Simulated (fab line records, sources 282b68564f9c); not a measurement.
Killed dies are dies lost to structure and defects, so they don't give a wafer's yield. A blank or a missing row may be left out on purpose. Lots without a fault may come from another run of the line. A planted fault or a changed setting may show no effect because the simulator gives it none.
A struck lot beside a sound one | flow rit_cmos | 22 steps out of a route of 202
Sound: wafers L472.3, L472.4, L472.5. Struck: wafers L475.2, L475.3, L475.5. The cause comes at the end.
At each step with rows: each side's tool, then ch and its chambers, then its first start. Under that, the readings that differ: sound wafers | struck wafers | difference of the means | sigmas: that difference in standard deviations of wafers without a fault.
alike: readings whose means differ by less than 2 such deviations, and words and numbers that are the same on both sides. not compared: withheld readings, readings that some wafer has no value for, bounds like >300 that may hide the same value, and numbers for which the record gives no deviation and whose values overlap.
The two part at a step that has a row with sigmas, a row that says differs or no value, or rows on one side only. Numbers that don't overlap but have no deviation are shown without sigmas and don't part them. A reading that every wafer of one side lacks parts them only if that side has two wafers or more.

first, 2 steps without rows for these wafers: RIT_NSD_HARDBAKE_07 (time 60 s); RIT_NSD_IMPLANT_08.
RIT_NSD_STRIP_09: strips in O2, time 180 s.
  sound on plasma_asher-02 ch 0,1, day 3 09:27; struck on plasma_asher-03 ch 0,1, day 4 01:27
  alike: drypump_motor_current_A
  not compared: rf_hours_counter_h
RIT_NSD_TW_MEAS_10:
  sound on film_metro-03, day 3 09:35; struck on film_metro-04, day 4 01:38
  reading | sound          | struck         | difference | sigmas
  NSD_TW  | 3134 3114 3128 | 3169 3172 3167 | +44        | +2
then, 6 steps without rows for these wafers: RIT_PSD_HMDS_00 (prime time 60 s); RIT_PSD_COAT_01 (resist thk 1000 nm); RIT_PSD_SOFTBAKE_02 (time 60 s); RIT_PSD_EXPOSE_03 (exposes mask M10, target cd 40900 nm); RIT_PSD_PEB_04; RIT_PSD_DEVELOP_05 (develop time 50 s).
RIT_PSD_OVL_MEAS_06:
  sound on overlay-02, day 3 10:37; struck on overlay-02, day 4 02:32
  alike: PSD_OVL
then, 1 step without rows for these wafers: RIT_PSD_HARDBAKE_07 (time 60 s).
RIT_PSD_IMPLANT_08:
  sound on implanter-01 ch 0, day 3 10:50; struck on implanter-01 ch 0, day 4 02:45
  reading       | sound                         | struck                        | difference | sigmas
  beam_on_s (s) | 12.3 12.1 12.1                | 24.3 23.7 23.4                | +11.6      | +15
  dose_ions_cm2 | 5.009e+15 5.002e+15 5.005e+15 | 9.505e+15 9.505e+15 9.507e+15 | +4.500e+15 | +99 or more
  alike: beam_energy_keV
RIT_PSD_STRIP_09: strips in O2, time 180 s.
  sound on plasma_asher-02 ch 0,1, day 3 10:59; struck on plasma_asher-01 ch 0,1, day 4 02:52
  alike: drypump_motor_current_A
  not compared: rf_hours_counter_h
RIT_PSD_TW_MEAS_10:
  sound on film_metro-02, day 3 11:08; struck on film_metro-04, day 4 03:04
  reading | sound          | struck         | difference | sigmas
  PSD_TW  | 3401 3394 3404 | 3598 3631 3612 | +214       | +6
then, 3 steps without rows for these wafers: RIT_SDANNEAL_CLEAN_00 (cleans in SC1, time 600 s); RIT_SDANNEAL_CLEAN_01 (cleans in dHF, time 30 s); RIT_SDANNEAL_CLEAN_02 (cleans in SC2, time 600 s).
RIT_SDANNEAL_RTA_03: time 5 s.
  sound on rtp_anneal-02 ch 0, day 3 11:35; struck on rtp_anneal-01 ch 0, day 4 03:29
  alike: ramp_down_c_per_s, ramp_up_c_per_s, wafer_temp_C_max
RIT_SDANNEAL_RS_MEAS_04: measures by four-point-probe.
  sound on film_metro-04, day 3 11:40; struck on film_metro-02, day 4 03:33
  reading         | sound                | struck               | difference | sigmas
  PSD_RS (ohm/sq) | 115.98 116.40 116.01 | 108.46 108.47 108.15 | -7.77      | -30
RIT_SDANNEAL_RS_MEAS_05: measures by four-point-probe.
  sound on film_metro-04, day 3 11:47; struck on film_metro-02, day 4 03:40
  alike: NSD_RS
then, 1 step without rows for these wafers: RIT_M1_PROBE_99.

WHERE THEY PART
First at RIT_NSD_TW_MEAS_10; last, within this record, at RIT_SDANNEAL_RS_MEAS_04. Later steps at which nothing parts them and some readings are alike: RIT_SDANNEAL_RS_MEAS_05.

WHY: what the simulator had put in
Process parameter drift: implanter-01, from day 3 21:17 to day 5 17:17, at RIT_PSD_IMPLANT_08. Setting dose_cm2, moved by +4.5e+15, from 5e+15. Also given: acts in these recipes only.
